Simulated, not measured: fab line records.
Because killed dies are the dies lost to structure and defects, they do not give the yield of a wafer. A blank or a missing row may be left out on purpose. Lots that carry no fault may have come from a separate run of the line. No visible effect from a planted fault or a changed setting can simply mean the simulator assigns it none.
fab line records	flow rit_cmos
record: lots: 5	wafers: 15	last_day: 6
route steps=202 shown GATE@79 FOX2@80 REOX@98 NLDD@103
lots that met no fault: from a run of the same line without faults
start_h: start of the lot's first displayed wafer, in hours after the record's first day	wait_h: how many hours have passed since the lot's step before this one	" same as the row above	L1.1+2: several wafers, shown together as one row	- no value present, or no start provided	* or withheld: withheld	< > ~ a bound
route shown NAME@n: names a module that has steps shown in the file, with the first one's number in the route	usual: mean/standard deviation of fault-free wafers	same: alike in all rows	chamber/n: place in a boat	sites: per-site readings	_std_site: how widely they spread, as a standard deviation	_edge_site: mean of outer sites minus mean of inner sites	radius_mm: for every site, how far away it sits from the centre of the wafer	mask NAME#n: copy n	behind: the last tool/chamber to shape the wafer	hold: reason for holding the lot/hours on hold/outcome of the hold	device: transistor that didn't switch, given as n, p or np	end of line: the same wafers' tests at the end of the route	for a step that has no rows: nothing shown but its recipe	killed: dies that structure and defects cost at the first sort, which is not the same as the wafer's yield	map: a wafer's dies, x killed, . not, _ none there
set.NAME: setting as actually run; set.NAME@STEP: the setting as run at that earlier step	model.NAME: the simulator's own value behind a step, which no gauge read
a table for each step, a row for each wafer; lots at some steps of the route
services: from which hour (start_h, from the record's first day; less than 0 if before it) a tool's chamber was out of use, for how many hours, and why
== steps ==
step: RIT_GATE_CLEAN_04
recipe: chemistry: dHF	dilution: 50:1	time_s: 60	dry: n2_spin
lot.wafer	tool	chamber	start_h	wait_h
L078.3+4+5	wet_bench-04	0	53.15	0.0
L080.2+4+6	wet_bench-02	2	62.98	0.0
L084.1+3+5	wet_bench-04	2	81.95	0.0
L089.3+4+5	wet_bench-03	0	108.68	0.0
L093.2+4+5	wet_bench-03	2	127.24	0.0
step: RIT_FOX2_THK_MEAS_91
recipe: reads: SiO2_of_FOX2_OXIDATION_00
usual: FIELD_OXIDE_LEFT_2_THK: 247/6.2
lot.wafer	tool	chamber	start_h	wait_h	FIELD_OXIDE_LEFT_2_THK[nm]
L078.3	film_metro-03	-	53.20	0.0	241
L078.4	"	-	"	"	240
L078.5	"	-	"	"	245
L080.2	film_metro-04	-	63.02	0.0	249
L080.4	"	-	"	"	252
L080.6	"	-	"	"	252
L084.1	film_metro-04	-	81.98	0.0	253
L084.3	"	-	"	"	258
L084.5	"	-	"	"	258
L089.3	film_metro-04	-	108.72	0.0	249
L089.4	"	-	"	"	247
L089.5	"	-	"	"	250
L093.2	film_metro-04	-	127.27	0.0	253
L093.4	"	-	"	"	250
L093.5	"	-	"	"	255
step: RIT_GATE_OXIDATION_05
recipe: temp_c: 900	ambient: O2	target_thk_a: 30	ox_time_s: 270
usual: spike_tc_centre_C: 902.0/1.1	spike_tc_source_C: 926.0/1.3
lot.wafer	tool	chamber	start_h	wait_h	spike_tc_centre_C	spike_tc_source_C
L078.3	furnace-01	0	53.24	0.0	902.5	926.9
L078.4	"	0	"	"	902.0	924.5
L078.5	"	0	"	"	902.2	926.1
L080.2	furnace-01	0	63.07	0.0	902.8	927.4
L080.4	"	0	"	"	901.0	926.8
L080.6	"	0	"	"	900.7	926.7
L084.1	furnace-03	0	82.05	0.1	903.0	925.8
L084.3	"	0	"	"	903.4	927.3
L084.5	"	0	"	"	901.0	926.5
L089.3	furnace-01	0	108.76	0.0	902.7	927.6
L089.4	"	0	"	"	900.9	927.0
L089.5	"	0	"	"	902.5	925.0
L093.2	furnace-01	0	127.32	0.0	901.2	925.8
L093.4	"	0	"	"	900.1	925.8
L093.5	"	0	"	"	900.8	927.7
step: RIT_GATE_ANNEAL_06
recipe: temp_c: 900	time_s: 600	ambient: N2O
usual: spike_tc_centre_C: 902.2/1.2	spike_tc_source_C: 925.6/1.5
lot.wafer	tool	chamber	start_h	wait_h	spike_tc_centre_C	spike_tc_source_C
L078.3	furnace-01	0	54.31	0.0	900.9	927.2
L078.4	"	0	"	"	902.2	924.0
L078.5	"	0	"	"	901.9	928.2
L080.2	furnace-04	0	64.14	0.0	902.6	924.2
L080.4	"	0	"	"	903.1	925.2
L080.6	"	0	"	"	903.9	924.2
L084.1	furnace-01	0	83.13	0.0	903.1	927.3
L084.3	"	0	"	"	900.4	925.2
L084.5	"	0	"	"	902.0	927.8
L089.3	furnace-03	0	109.84	0.0	901.8	927.6
L089.4	"	0	"	"	904.4	925.7
L089.5	"	0	"	"	900.6	926.9
L093.2	furnace-01	0	128.40	0.0	901.0	926.6
L093.4	"	0	"	"	902.7	926.3
L093.5	"	0	"	"	900.1	926.8
step: RIT_GATE_THK_MEAS_07
recipe: reads: SiO2_of_GATE_OXIDATION_05
usual: GATE_OXIDE_THK: 3.00/0.065
lot.wafer	tool	chamber	start_h	wait_h	GATE_OXIDE_THK[nm]
L078.3	film_metro-03	-	54.58	0.0	3.00
L078.4	"	-	"	"	2.98
L078.5	"	-	"	"	2.95
L080.2	film_metro-03	-	64.40	0.0	3.02
L080.4	"	-	"	"	2.96
L080.6	"	-	"	"	2.98
L084.1	film_metro-04	-	83.38	0.0	2.84
L084.3	"	-	"	"	2.96
L084.5	"	-	"	"	2.88
L089.3	film_metro-04	-	110.11	0.0	3.04
L089.4	"	-	"	"	3.07
L089.5	"	-	"	"	3.06
L093.2	film_metro-02	-	128.66	0.0	2.96
L093.4	"	-	"	"	2.94
L093.5	"	-	"	"	2.89
step: RIT_GATE_CVD_08
recipe: material: poly-Si	target_thk_nm: 250	temp_c: 610	precursor: SiH4	time_s: 2220	pressure_mtorr: 300	sih4_flow_sccm: 100
usual: spike_tc_centre_C: 613.1/1.1	spike_tc_source_C: 629.2/1.7
lot.wafer	tool	chamber	start_h	wait_h	spike_tc_centre_C	spike_tc_source_C
L078.3	lpcvd-01	1	54.62	0.0	613.6	631.1
L078.4	"	1	"	"	614.6	631.1
L078.5	"	1	"	"	611.7	631.3
L080.2	lpcvd-01	1	64.45	0.0	615.0	632.3
L080.4	"	1	"	"	614.8	633.6
L080.6	"	1	"	"	615.1	631.4
L084.1	lpcvd-01	0	83.44	0.1	612.0	627.8
L084.3	"	0	"	"	613.4	630.2
L084.5	"	0	"	"	614.0	628.7
L089.3	lpcvd-02	1	110.15	0.0	614.1	627.4
L089.4	"	1	"	"	613.2	629.0
L089.5	"	1	"	"	611.2	628.5
L093.2	lpcvd-01	1	129.92	1.3	613.5	631.2
L093.4	"	1	"	"	612.4	631.3
L093.5	"	1	"	"	613.1	632.1
step: RIT_GATE_THK_MEAS_09
recipe: reads: poly-Si_of_GATE_CVD_08
usual: GATE_POLY_THK: 250.5/2.3
lot.wafer	tool	chamber	start_h	wait_h	GATE_POLY_THK[nm]
L078.3	film_metro-02	-	56.26	0.0	251.9
L078.4	"	-	"	"	253.1
L078.5	"	-	"	"	251.9
L080.2	film_metro-03	-	66.08	0.0	250.1
L080.4	"	-	"	"	251.1
L080.6	"	-	"	"	252.5
L084.1	film_metro-04	-	85.06	0.0	249.4
L084.3	"	-	"	"	249.9
L084.5	"	-	"	"	247.9
L089.3	film_metro-02	-	111.79	0.0	246.4
L089.4	"	-	"	"	246.3
L089.5	"	-	"	"	244.9
L093.2	film_metro-03	-	131.55	0.0	251.2
L093.4	"	-	"	"	253.8
L093.5	"	-	"	"	253.0
step: RIT_GATE_HMDS_10
recipe: prime_time_s: 60	prime_temp_c: 140
usual: prime_temp_c: 139.97/0.16
same: prime_time_s: 60
lot.wafer	tool	chamber	start_h	wait_h	prime_temp_c
L078.3	litho_track-04	0	56.35	0.1	139.74
L078.4	"	0	"	"	139.99
L078.5	"	0	"	"	139.93
L080.2	litho_track-04	0	66.15	0.1	139.86
L080.4	"	0	"	"	139.95
L080.6	"	0	"	"	139.77
L084.1	litho_track-02	0	85.11	0.1	140.19
L084.3	"	0	"	"	140.01
L084.5	"	0	"	"	139.88
L089.3	litho_track-02	0	111.88	0.1	140.22
L089.4	"	0	"	"	139.89
L089.5	"	0	"	"	139.95
L093.2	litho_track-04	0	131.66	0.1	140.19
L093.4	"	0	"	"	140.17
L093.5	"	0	"	"	140.04
step: RIT_GATE_COAT_11
recipe: resist: NOVOLAK	spin_rpm: 4250	resist_thk_nm: 850
lot.wafer	tool	chamber	start_h	wait_h
L078.3+4+5	litho_track-04	0	56.50	0.1
L080.2+4+6	litho_track-04	0	66.30	0.1
L084.1+3+5	litho_track-02	0	85.27	0.1
L089.3+4+5	litho_track-02	0	112.03	0.1
L093.2+4+5	litho_track-04	0	131.81	0.1
step: RIT_GATE_SOFTBAKE_12
recipe: resist: NOVOLAK	temp_c: 90	time_s: 60
lot.wafer	tool	chamber	start_h	wait_h
L078.3+4+5	litho_track-04	0	56.65	0.1
L080.2+4+6	litho_track-04	0	66.45	0.1
L084.1+3+5	litho_track-02	0	85.42	0.1
L089.3+4+5	litho_track-02	0	112.18	0.1
L093.2+4+5	litho_track-04	0	131.96	0.1
step: RIT_GATE_EXPOSE_13
recipe: mask_id: M6	na: 0.6	source_shape: conventional	sigma_outer: 0.6	target_cd_nm: 150	dose_mj: 371.2
usual: reticle_temp_C: 23.02/0.096
lot.wafer	tool	chamber	start_h	wait_h	mask	reticle_temp_C
L078.3	iline_stepper-01	0	56.91	0.2	M6#0	22.94
L078.4	"	0	"	"	M6#0	23.02
L078.5	"	0	"	"	M6#0	23.04
L080.2	iline_stepper-02	0	66.60	0.1	M6#0	23.01
L080.4	"	0	"	"	M6#0	22.97
L080.6	"	0	"	"	M6#0	23.04
L084.1	iline_stepper-01	0	85.69	0.2	M6#0	23.03
L084.3	"	0	"	"	M6#0	23.00
L084.5	"	0	"	"	M6#0	22.97
L089.3	iline_stepper-02	0	112.31	0.1	M6#0	22.90
L089.4	"	0	"	"	M6#0	22.82
L089.5	"	0	"	"	M6#0	22.92
L093.2	iline_stepper-01	0	132.23	0.2	M6#0	23.18
L093.4	"	0	"	"	M6#0	22.99
L093.5	"	0	"	"	M6#0	22.87
step: RIT_GATE_PEB_14
recipe: resist: NOVOLAK	temp_c: withheld	time_s: withheld
lot.wafer	tool	chamber	start_h	wait_h
L078.3+4+5	litho_track-02	0	57.04	0.1
L080.2+4+6	litho_track-02	0	66.72	0.1
L084.1+3+5	litho_track-03	0	85.89	0.2
L089.3+4+5	litho_track-03	0	112.44	0.1
L093.2+4+5	litho_track-04	0	132.35	0.1
step: RIT_GATE_DEVELOP_15
recipe: resist: NOVOLAK	develop_time_s: 50	dev_temp_c: 23
lot.wafer	tool	chamber	start_h	wait_h
L078.3+4+5	litho_track-02	0	-	-
L080.2+4+6	litho_track-02	0	-	-
L084.1+3+5	litho_track-03	0	-	-
L089.3+4+5	litho_track-03	0	-	-
L093.2+4+5	litho_track-04	0	-	-
step: RIT_GATE_CD_MEAS_16
recipe: target_cd_nm: 150
usual: cd_nm: 148.2/2.2
lot.wafer	tool	chamber	start_h	wait_h	cd_nm
L078.3	cd_sem-02	-	57.31	-	145.6
L078.4	"	-	"	"	145.0
L078.5	"	-	"	"	145.5
L080.2	cd_sem-01	-	67.00	-	147.0
L080.4	"	-	"	"	147.9
L080.6	"	-	"	"	149.3
L084.1	cd_sem-01	-	86.18	-	145.2
L084.3	"	-	"	"	146.2
L084.5	"	-	"	"	143.1
L089.3	cd_sem-02	-	112.72	-	145.7
L089.4	"	-	"	"	146.0
L089.5	"	-	"	"	146.6
L093.2	cd_sem-02	-	132.63	-	149.6
L093.4	"	-	"	"	148.2
L093.5	"	-	"	"	147.8
step: RIT_GATE_OVL_MEAS_17
usual: GATE_OVL: 0.2/1.6
lot.wafer	tool	chamber	start_h	wait_h	GATE_OVL[nm]
L078.3	overlay-01	-	57.40	0.1	2.0
L078.4	"	-	"	"	-1.2
L078.5	"	-	"	"	-0.3
L080.2	overlay-01	-	67.11	0.1	1.3
L080.4	"	-	"	"	1.7
L080.6	"	-	"	"	0.3
L084.1	overlay-01	-	86.30	0.1	-0.3
L084.3	"	-	"	"	-1.8
L084.5	"	-	"	"	-0.9
L089.3	overlay-01	-	112.81	0.1	0.9
L089.4	"	-	"	"	1.4
L089.5	"	-	"	"	2.0
L093.2	overlay-01	-	132.74	0.1	1.1
L093.4	"	-	"	"	-0.6
L093.5	"	-	"	"	0.8
step: RIT_GATE_HARDBAKE_18
recipe: resist: NOVOLAK	temp_c: 140	time_s: 60
lot.wafer	tool	chamber	start_h	wait_h
L078.3+4+5	litho_track-02	0	57.77	0.4
L080.2+4+6	litho_track-02	0	67.16	0.0
L084.1+3+5	litho_track-02	0	86.33	0.0
L089.3+4+5	litho_track-04	0	112.88	0.1
L093.2+4+5	litho_track-02	0	132.79	0.0
step: RIT_GATE_ETCH_19
recipe: chemistry: SF6/CHF3/O2	time_s: 165	SF6_flow_sccm: 30	CHF3_flow_sccm: 30	O2_flow_sccm: 5	target: poly-Si	pressure_mtorr: 40	rf_w: 160	target_depth_a: 3125	over_etch_frac: 0.25	stop_on: SiO2
usual: drypump_motor_current_A: 5.4/0.37	oes_product_au: 0.850/0.011	throttle_valve_pct: 10.33/0.13
lot.wafer	tool	chamber	start_h	wait_h	drypump_motor_current_A	oes_product_au	rf_hours_counter_h	throttle_valve_pct
L078.3	rie_si-02	0	57.87	0.1	5.9	0.851	2	10.40
L078.4	"	1	"	"	4.7	0.848	58	10.35
L078.5	"	3	"	"	5.7	0.856	-	10.40
L080.2	rie_si-02	2	67.29	0.1	5.6	0.837	9	10.25
L080.4	"	0	"	"	5.9	0.848	2	10.42
L080.6	"	3	"	"	5.8	0.861	-	10.39
L084.1	rie_si-02	0	86.48	0.1	5.8	0.847	2	10.42
L084.3	"	3	"	"	5.7	0.851	92	10.40
L084.5	"	0	"	"	5.8	0.851	-	10.41
L089.3	rie_si-01	1	112.98	0.1	5.0	0.838	111	10.47
L089.4	"	3	"	"	5.1	0.831	30	10.42
L089.5	"	2	"	"	5.2	0.856	-	10.28
L093.2	rie_si-01	2	132.92	0.1	5.2	0.874	3	10.27
L093.4	"	1	"	"	5.0	0.855	112	10.45
L093.5	"	0	"	"	5.5	0.871	-	10.07
step: RIT_GATE_STRIP_20
recipe: chemistry: O2	time_s: 180	resist: NOVOLAK	platen_temp_c: withheld	power_w: 500	pressure_mtorr: 4000	o2_flow_sccm: 4000
usual: drypump_motor_current_A: 5.4/0.44
lot.wafer	tool	chamber	start_h	wait_h	drypump_motor_current_A	rf_hours_counter_h
L078.3	plasma_asher-01	1	58.04	0.1	5.9	-
L078.4	"	0	"	"	4.8	-
L078.5	"	0	"	"	4.8	-
L080.2	plasma_asher-01	1	67.39	0.1	5.9	28
L080.4	"	1	"	"	5.9	-
L080.6	"	0	"	"	4.8	-
L084.1	plasma_asher-01	1	86.59	0.1	5.9	28
L084.3	"	1	"	"	5.9	-
L084.5	"	0	"	"	4.8	-
L089.3	plasma_asher-03	0	113.15	0.1	4.8	-
L089.4	"	1	"	"	5.7	-
L089.5	"	0	"	"	4.8	-
L093.2	plasma_asher-03	1	133.02	0.1	5.7	51
L093.4	"	1	"	"	5.7	-
L093.5	"	1	"	"	5.7	-
step: RIT_GATE_CD_MEAS_90
recipe: target_cd_nm: 150
usual: cd_nm: 148.2/2.2
lot.wafer	tool	chamber	start_h	wait_h	cd_nm
L078.3	cd_sem-02	-	58.20	0.1	145.3
L078.4	"	-	"	"	145.1
L078.5	"	-	"	"	145.7
L080.2	cd_sem-01	-	67.59	0.1	146.7
L080.4	"	-	"	"	148.4
L080.6	"	-	"	"	148.9
L084.1	cd_sem-02	-	86.77	0.1	145.4
L084.3	"	-	"	"	145.9
L084.5	"	-	"	"	143.6
L089.3	cd_sem-02	-	113.31	0.1	146.1
L089.4	"	-	"	"	145.4
L089.5	"	-	"	"	147.2
L093.2	cd_sem-01	-	133.22	0.1	149.7
L093.4	"	-	"	"	148.2
L093.5	"	-	"	"	147.7
step: RIT_REOX_CLEAN_00
recipe: chemistry: SC1	mix: 3:3:50	time_s: 600	temp_c: 75
usual: bath_heat_duty_pct: 17.0/1.7
lot.wafer	tool	chamber	start_h	wait_h	bath_heat_duty_pct
L078.3	wet_bench-01	0	58.28	0.1	17.1
L078.4	"	0	"	"	17.9
L078.5	"	0	"	"	17.1
L080.2	wet_bench-01	2	67.69	0.1	19.1
L080.4	"	2	"	"	18.9
L080.6	"	2	"	"	19.1
L084.1	wet_bench-04	1	86.89	0.1	16.2
L084.3	"	1	"	"	16.4
L084.5	"	1	"	"	15.3
L089.3	wet_bench-01	2	113.39	0.1	18.6
L089.4	"	2	"	"	18.6
L089.5	"	2	"	"	17.8
L093.2	wet_bench-04	1	133.32	0.1	15.7
L093.4	"	1	"	"	14.7
L093.5	"	1	"	"	14.4
step: RIT_REOX_CLEAN_01
recipe: chemistry: dHF	dilution: 50:1	time_s: 30
lot.wafer	tool	chamber	start_h	wait_h
L078.3+4+5	wet_bench-02	3	58.45	0.0
L080.2+4+6	wet_bench-04	1	67.86	0.0
L084.1+3+5	wet_bench-02	1	87.06	0.0
L089.3+4+5	wet_bench-04	0	113.56	0.0
L093.2+4+5	wet_bench-02	1	133.51	0.0
step: RIT_REOX_CLEAN_02
recipe: chemistry: SC2	mix: 3:3:50	time_s: 600	temp_c: 75	dry: n2_spin
usual: bath_heat_duty_pct: 16.9/1.7
lot.wafer	tool	chamber	start_h	wait_h	bath_heat_duty_pct
L078.3	wet_bench-04	3	58.47	0.0	17.3
L078.4	"	3	"	"	18.0
L078.5	"	3	"	"	19.4
L080.2	wet_bench-01	2	67.88	0.0	19.8
L080.4	"	2	"	"	18.4
L080.6	"	2	"	"	18.4
L084.1	wet_bench-01	0	87.10	0.0	15.5
L084.3	"	0	"	"	17.7
L084.5	"	0	"	"	17.6
L089.3	wet_bench-01	2	113.58	0.0	19.7
L089.4	"	2	"	"	18.9
L089.5	"	2	"	"	19.2
L093.2	wet_bench-01	1	133.53	0.0	14.6
L093.4	"	1	"	"	15.5
L093.5	"	1	"	"	13.7
step: RIT_REOX_OXIDATION_03
recipe: temp_c: 900	ambient: O2	target_thk_a: 252	ox_time_s: 5580
usual: spike_tc_centre_C: 901.9/1.2	spike_tc_source_C: 925.1/1.4
lot.wafer	tool	chamber	start_h	wait_h	spike_tc_centre_C	spike_tc_source_C
L078.3	furnace-01	0	58.64	0.0	901.9	927.0
L078.4	"	0	"	"	900.7	927.5
L078.5	"	0	"	"	902.9	927.3
L080.2	furnace-01	0	69.74	1.7	902.2	926.0
L080.4	"	0	"	"	900.5	925.8
L080.6	"	0	"	"	903.3	926.1
L084.1	furnace-04	0	87.38	0.1	900.7	923.9
L084.3	"	0	"	"	902.9	923.8
L084.5	"	0	"	"	902.4	923.9
L089.3	furnace-02	0	113.75	0.0	901.3	925.4
L089.4	"	0	"	"	900.7	924.5
L089.5	"	0	"	"	901.3	924.0
L093.2	furnace-02	0	133.74	0.0	901.2	923.1
L093.4	"	0	"	"	902.9	924.7
L093.5	"	0	"	"	902.2	925.3
step: RIT_REOX_THK_MEAS_04
recipe: reads: SiO2_of_REOX_OXIDATION_03
usual: REOX_OXIDE_THK: 24.9/0.4
lot.wafer	tool	chamber	start_h	wait_h	REOX_OXIDE_THK[nm]
L078.3	film_metro-04	-	61.21	0.0	25.4
L078.4	"	-	"	"	25.4
L078.5	"	-	"	"	25.1
L080.2	film_metro-04	-	72.30	0.0	25.0
L080.4	"	-	"	"	24.8
L080.6	"	-	"	"	24.7
L084.1	film_metro-04	-	89.93	0.0	24.6
L084.3	"	-	"	"	25.3
L084.5	"	-	"	"	25.1
L089.3	film_metro-01	-	116.32	0.0	25.8
L089.4	"	-	"	"	25.5
L089.5	"	-	"	"	25.7
L093.2	film_metro-03	-	136.30	0.0	24.6
L093.4	"	-	"	"	24.7
L093.5	"	-	"	"	25.5
step: RIT_NLDD_HMDS_00
recipe: prime_time_s: 60	prime_temp_c: 140
usual: prime_temp_c: 140.00/0.14
same: prime_time_s: 60
lot.wafer	tool	chamber	start_h	wait_h	prime_temp_c
L078.3	litho_track-03	0	61.30	0.1	140.05
L078.4	"	0	"	"	139.80
L078.5	"	0	"	"	140.17
L080.2	litho_track-01	0	72.38	0.1	139.78
L080.4	"	0	"	"	140.01
L080.6	"	0	"	"	140.04
L084.1	litho_track-02	0	89.99	0.1	140.01
L084.3	"	0	"	"	139.96
L084.5	"	0	"	"	140.01
L089.3	litho_track-03	0	116.42	0.1	139.92
L089.4	"	0	"	"	139.89
L089.5	"	0	"	"	140.07
L093.2	litho_track-02	0	136.37	0.1	140.21
L093.4	"	0	"	"	140.24
L093.5	"	0	"	"	140.15
step: RIT_NLDD_COAT_01
recipe: resist: NOVOLAK	spin_rpm: 3250	resist_thk_nm: 1000
lot.wafer	tool	chamber	start_h	wait_h
L078.3+4+5	litho_track-03	0	61.45	0.1
L080.2+4+6	litho_track-01	0	72.53	0.1
L084.1+3+5	litho_track-02	0	90.14	0.1
L089.3+4+5	litho_track-03	0	116.57	0.1
L093.2+4+5	litho_track-02	0	136.52	0.1
step: RIT_NLDD_SOFTBAKE_02
recipe: resist: NOVOLAK	temp_c: 90	time_s: 60
lot.wafer	tool	chamber	start_h	wait_h
L078.3+4+5	litho_track-03	0	61.60	0.1
L080.2+4+6	litho_track-01	0	72.68	0.1
L084.1+3+5	litho_track-02	0	90.29	0.1
L089.3+4+5	litho_track-03	0	116.72	0.1
L093.2+4+5	litho_track-02	0	136.67	0.1
step: RIT_NLDD_EXPOSE_03
recipe: mask_id: M7	na: 0.57	target_cd_nm: 40700	dose_mj: 250
usual: reticle_temp_C: 23.00/0.11
lot.wafer	tool	chamber	start_h	wait_h	mask	reticle_temp_C
L078.3	iline_stepper-01	0	61.74	0.1	M7#0	23.12
L078.4	"	0	"	"	M7#0	23.19
L078.5	"	0	"	"	M7#0	23.01
L080.2	iline_stepper-02	0	72.82	0.1	M7#0	22.72
L080.4	"	0	"	"	M7#0	22.75
L080.6	"	0	"	"	M7#0	22.71
L084.1	iline_stepper-01	0	90.44	0.1	M7#0	22.83
L084.3	"	0	"	"	M7#0	22.92
L084.5	"	0	"	"	M7#0	22.96
L089.3	iline_stepper-01	0	116.85	0.1	M7#0	22.93
L089.4	"	0	"	"	M7#0	22.92
L089.5	"	0	"	"	M7#0	23.11
L093.2	iline_stepper-01	0	136.92	0.2	M7#0	23.13
L093.4	"	0	"	"	M7#0	22.98
L093.5	"	0	"	"	M7#0	22.98
step: RIT_NLDD_PEB_04
recipe: resist: NOVOLAK	temp_c: withheld	time_s: withheld
lot.wafer	tool	chamber	start_h	wait_h
L078.3+4+5	litho_track-03	0	61.87	0.1
L080.2+4+6	litho_track-02	0	72.95	0.1
L084.1+3+5	litho_track-01	0	90.61	0.2
L089.3+4+5	litho_track-03	0	116.98	0.1
L093.2+4+5	litho_track-02	0	137.04	0.1
step: RIT_NLDD_DEVELOP_05
recipe: resist: NOVOLAK	develop_time_s: 50	dev_temp_c: 23
lot.wafer	tool	chamber	start_h	wait_h
L078.3+4+5	litho_track-03	0	-	-
L080.2+4+6	litho_track-02	0	-	-
L084.1+3+5	litho_track-01	0	-	-
L089.3+4+5	litho_track-03	0	-	-
L093.2+4+5	litho_track-02	0	-	-
== services ==
tool	chamber	start_h	hours	kind
lpcvd-01	-	30.11	6.0	pm
rie_si-01	0	41.81	8.4	repair
wet_bench-03	-	56.80	3.3	repair
rie_si-01	0	63.58	2.6	repair
furnace-04	-	68.91	3.7	pm
plasma_asher-01	-	70.32	15.6	pm
rie_si-01	3	78.38	6.7	repair
rie_si-01	2	81.12	6.3	repair
rie_si-02	2	86.43	5.5	repair
iline_stepper-01	-	92.55	2.1	pm
iline_stepper-01	-	94.64	-	consumable_replace:lamp
iline_stepper-01	-	95.12	1.7	pm
iline_stepper-01	0	95.21	-	calibration
furnace-03	-	98.95	1.7	pm
lpcvd-02	-	99.30	6.0	pm
wet_bench-04	-	114.28	4.6	repair
rie_si-02	3	127.15	3.2	repair
iline_stepper-02	-	134.84	8.9	pm
== key ==
fault none
